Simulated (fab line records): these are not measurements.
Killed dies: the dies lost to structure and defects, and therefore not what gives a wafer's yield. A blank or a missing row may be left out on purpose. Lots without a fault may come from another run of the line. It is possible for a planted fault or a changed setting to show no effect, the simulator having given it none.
Split-lot study    flow rit cmos    23 wafers read from 5 lots, route of 202 steps

== THE SPLIT ==
At RIT_NRETRO_COAT_01 (resist thk 1300 nm), the setting spin rpm was moved away from the recipe's 2000 rpm on 9 of the 23 wafers read, by -6.9% to +7.2%. All remaining wafers had this setting at the recipe value.

== FROM THE SPLIT TO THE READING: what the file shows between them, 3 steps ==
- RIT_NRETRO_SOFTBAKE_02: time 60 s
- RIT_NRETRO_EXPOSE_03: exposes mask M4, target cd 43900 nm
- RIT_NRETRO_DEVELOP_05: develop time 68 s

== THE READING ==
NOVOLAK_of_NRETRO_COAT_01.thk nm (the simulator's own value, which no gauge read), in nm, at RIT_NRETRO_HARDBAKE_07 (time 120 s). The file gives no usual value for it. Average 1138 nm, standard deviation 3 nm, over the 14 wafers here run with the recipe.

wafer   tool, chamber at the split  spin rpm as run, rpm  against the recipe  NOVOLAK_of_NRETRO_COAT_01.thk nm, nm  against lot-mates on the recipe
L074.1  litho track-04, 0           2000                  recipe              1142                                  -
L074.2  litho track-04, 0           1863                  -6.9%               1183                                  +41
L074.3  litho track-04, 0           2000                  recipe              1140                                  -
L074.5  litho track-04, 0           1863                  -6.9%               1181                                  +39
L074.6  litho track-04, 0           2000                  recipe              1143                                  -
L079.1  litho track-04, 0           2069                  +3.4%               1116                                  -19
L079.2  litho track-04, 0           2069                  +3.4%               1117                                  -18
L079.3  litho track-04, 0           2000                  recipe              1132                                  -
L079.4  litho track-04, 0           2069                  +3.4%               1119                                  -16
L079.6  litho track-04, 0           2000                  recipe              1138                                  -
L080.1  litho track-04, 0           2144                  +7.2%               1100                                  -37
L080.4  litho track-04, 0           2144                  +7.2%               1100                                  -37
L080.2  litho track-04, 0           2000                  recipe              1140                                  -
L080.5  litho track-04, 0           2000                  recipe              1137                                  -
L080.6  litho track-04, 0           2000                  recipe              1133                                  -
L082.1  litho track-03, 0           2000                  recipe              1139                                  -
L082.3  litho track-03, 0           2000                  recipe              1138                                  -
L082.4  litho track-03, 0           2000                  recipe              1141                                  -
L082.5  litho track-03, 0           2085                  +4.2%               1116                                  -23
L082.6  litho track-03, 0           2085                  +4.2%               1117                                  -22
L083.1  litho track-03, 0           2000                  recipe              1137                                  -
L083.3  litho track-03, 0           2000                  recipe              1136                                  -
L083.5  litho track-03, 0           2000                  recipe              1138                                  -

THE FIT
A straight line over all 23 wafers: NOVOLAK_of_NRETRO_COAT_01.thk nm changes by -5.81 nm for each +1% of spin rpm; r = -0.99; the points scatter about the line by 3.1 nm.
The same after taking each lot's own level away (the mean of its wafers on the recipe; 23 wafers): -5.46 nm for each +1%; r = -0.99; scatter 2 nm.
That fit puts the effect of the largest move of spin rpm on the reading at 39 nm.
Across the lots, their own levels run from 1135.0 to 1141.7 nm, a range of 2.2 times the standard deviation given above.
Hence the lot-to-lot level has little effect on the slope; both slopes agree.
Check: with one of the wafers moved furthest among these (+7.2%) left out of the fit, the line predicts -39.1 nm for it against its lot-mates. It came out at -36.7 nm against them.

== OTHER SPLITS ON THESE WAFERS ==
Before the reading, these wafers also passed through other splits. Each is held against what the fit with the lots' levels taken away leaves over:
other split on the same wafers    wafers away from the commonest value  r with NOVOLAK_of_NRETRO_COAT_01.thk nm (lot level and that fit taken away)
RIT_ACTIVE_CVD_03 temp c          10                                    -0.02
RIT_ACTIVE_DEVELOP_10 dev temp c  11                                    -0.03
RIT_FOX2_OXIDATION_00 temp c      18                                    -0.04
RIT_PWELL_SOFTBAKE_02 temp c      6                                     +0.28
RIT_PWELL_IMPLANT_08 energy kev   11                                    +0.16

== THE WHOLE CHAIN: every reading that the file lists as answering this split, in the file's order ==
step                    what it does        reading                                                                            change (the file's fit)               r (the file's)
RIT_NRETRO_COAT_01      resist thk 1300 nm  NOVOLAK_of_NRETRO_COAT_01.thk nm (the simulator's own value, which no gauge read)  -6.25 nm for each +1% of the setting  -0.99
RIT_NRETRO_HARDBAKE_07  time 120 s          NOVOLAK_of_NRETRO_COAT_01.thk nm (the simulator's own value, which no gauge read)  -5.38 nm for each +1% of the setting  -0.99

== THE FILE'S OWN FIT ==
NOVOLAK_of_NRETRO_COAT_01.thk nm changes by -5.38 nm for each +1% of spin rpm, r = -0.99.
